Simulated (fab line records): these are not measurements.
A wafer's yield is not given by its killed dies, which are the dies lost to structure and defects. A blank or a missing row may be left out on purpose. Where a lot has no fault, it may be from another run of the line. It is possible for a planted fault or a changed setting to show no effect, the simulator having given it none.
Which of the tools did it? ; flow berkeley-cmos170 ; 42 wafers from 14 lots sampled at 3 of the route's 331 steps

WHAT THE GAUGES SHOWED, per wafer
UCB170_V1_CD_MEAS_90: target cd 700 nm.
lot;measured;on;cd-nm (nm)
L140;day 7 19:50;cd-sem-01;700.3 702.8 699.7
L139;day 7 19:59;cd-sem-01;700.1 700.0 698.6
L141;day 7 20:25;cd-sem-02;701.3 698.2 701.3
L142;day 7 22:24;cd-sem-02;697.2 698.5 700.6
L144;day 8 02:38;cd-sem-01;697.1 696.1 697.3
L148;day 9 05:14;cd-sem-01;698.9 700.6 700.6
L149;day 9 05:46;cd-sem-02;699.9 699.5 700.5
L151;day 9 23:50;cd-sem-01;701.1 699.4 699.2
L154;day 10 07:37;cd-sem-02;701.0 702.2 699.4
L155;day 10 22:25;cd-sem-02;698.4 700.3 701.7
L156;day 11 10:43;cd-sem-02;700.2 700.3 701.5
L158;day 11 10:59;cd-sem-02;698.5 699.9 699.5
L159;day 11 11:17;cd-sem-01;697.4 698.5 699.1
L157;day 11 12:43;cd-sem-01;698.5 695.8 698.0

UCB170_M2_OVL_MEAS_16.
lot;measured;on;M2_OVL (nm)
L140;day 7 22:19;overlay-02;-6 -1 3
L139;day 7 22:35;overlay-01;0 -1 0
L141;day 7 22:55;overlay-02;12 -3 8
L142;day 8 00:34;overlay-01;7 -8 7
L144;day 8 06:52;overlay-01;5 7 -3
L148;day 9 07:59;overlay-02;-11 -3 -9
L149;day 9 08:35;overlay-02;-10 -1 -3
L151;day 10 02:49;overlay-02;-4 -6 -4
L154;day 10 10:34;overlay-02;-11 -12 -2
L155;day 11 00:40;overlay-01;-1 -10 0
L156;day 11 14:55;overlay-02;3 5 -2
L158;day 11 15:31;overlay-01;-13 -11 -10
L159;day 11 15:52;overlay-02;-4 -1 3
L157;day 11 16:07;overlay-01;-6 -9 -1

WHICH TOOL RAN EACH LOT (tool, then ch and the chambers of the sampled wafers, then the start)
lot;UCB170_M2_HMDS_04
L140;litho-track-03 ch 0, day 7 20:24
L139;litho-track-02 ch 0, day 7 20:28
L141;litho-track-01 ch 0, day 7 20:59
L142;litho-track-02 ch 0, day 7 22:52
L144;litho-track-02 ch 0, day 8 03:20
L148;litho-track-02 ch 0, day 9 06:12
L149;litho-track-02 ch 0, day 9 06:40
L151;litho-track-02 ch 0, day 10 00:17
L154;litho-track-01 ch 0, day 10 08:28
L155;litho-track-01 ch 0, day 10 22:52
L156;litho-track-01 ch 0, day 11 12:04
L158;litho-track-01 ch 0, day 11 12:28
L159;litho-track-03 ch 0, day 11 12:38
L157;litho-track-01 ch 0, day 11 13:49
- UCB170_M2_HMDS_04: prime time 60 s.

AS READ BY THE TOOLS THEMSELVES (means over the sampled wafers that have a number; for cases with no such wafer, the mark the record gives instead)
UCB170_M2_HMDS_04.
lot;tool;chill-plate-temp-C (C);prime-temp-c (C)
L140;litho-track-03;23.09;100.09
L139;litho-track-02;22.98;100.01
L141;litho-track-01;22.76;99.94
L142;litho-track-02;23.09;100.08
L144;litho-track-02;22.96;99.93
L148;litho-track-02;23.01;99.84
L149;litho-track-02;23.05;102.74
L151;litho-track-02;23.01;102.69
L154;litho-track-01;22.96;99.91
L155;litho-track-01;22.89;100.24
L156;litho-track-01;23.15;99.98
L158;litho-track-01;23.04;100.00
L159;litho-track-03;23.23;100.08
L157;litho-track-01;22.96;100.05

THE ANSWER, worked out from the rows above alone
Rule: what is usual is taken from the lots themselves. Put in order of their means at a reading, lots are off if they are a third of the lots or fewer, leave a main group of 4 or more, and stand apart from it by a gap of 3 or more times the standard deviation of the main group's means; of several such gaps the widest counts. If all means in a main group match to the digits the tables above print for the reading, that group is not used. A lot without any number at a reading at which 4 lots or more have one is off too. Where the step has rows for the other lots, those lots are counted as sound. After the gauges, taken in route order, come the tools' own readings; for these a lot's mean is taken, as printed above. At the first step where some lot is off, the reading lying furthest off is the one used; lots without a number count as furthest.
Off at UCB170_M2_HMDS_04 (prime-temp-c): L149, L151. Main group: mean 100.01 C, sd 0.1.
If a tool, at that step or one of the process steps before it, ran each lot that is off and ran no sound lot following the first of them, it fits. One fits: UCB170_M2_HMDS_04 on litho-track-02. A fault onset in the window from L148 (day 9 06:12, its last sound lot) to L149 (day 9 06:40, its first lot off) fits.
On the lots that are off, the tool's own readings at UCB170_M2_HMDS_04 differ by more than 5 times the standard deviation of the sound lots' means, which bears it out; prime-temp-c reads 102.72 C there versus 100.01 C on the sound lots.

WHAT THE SIMULATOR PUT IN
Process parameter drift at UCB170_M2_HMDS_04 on litho-track-02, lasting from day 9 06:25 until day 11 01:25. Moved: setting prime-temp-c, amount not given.
Lots struck among those shown: L149, L151. The same result came from the rule above.
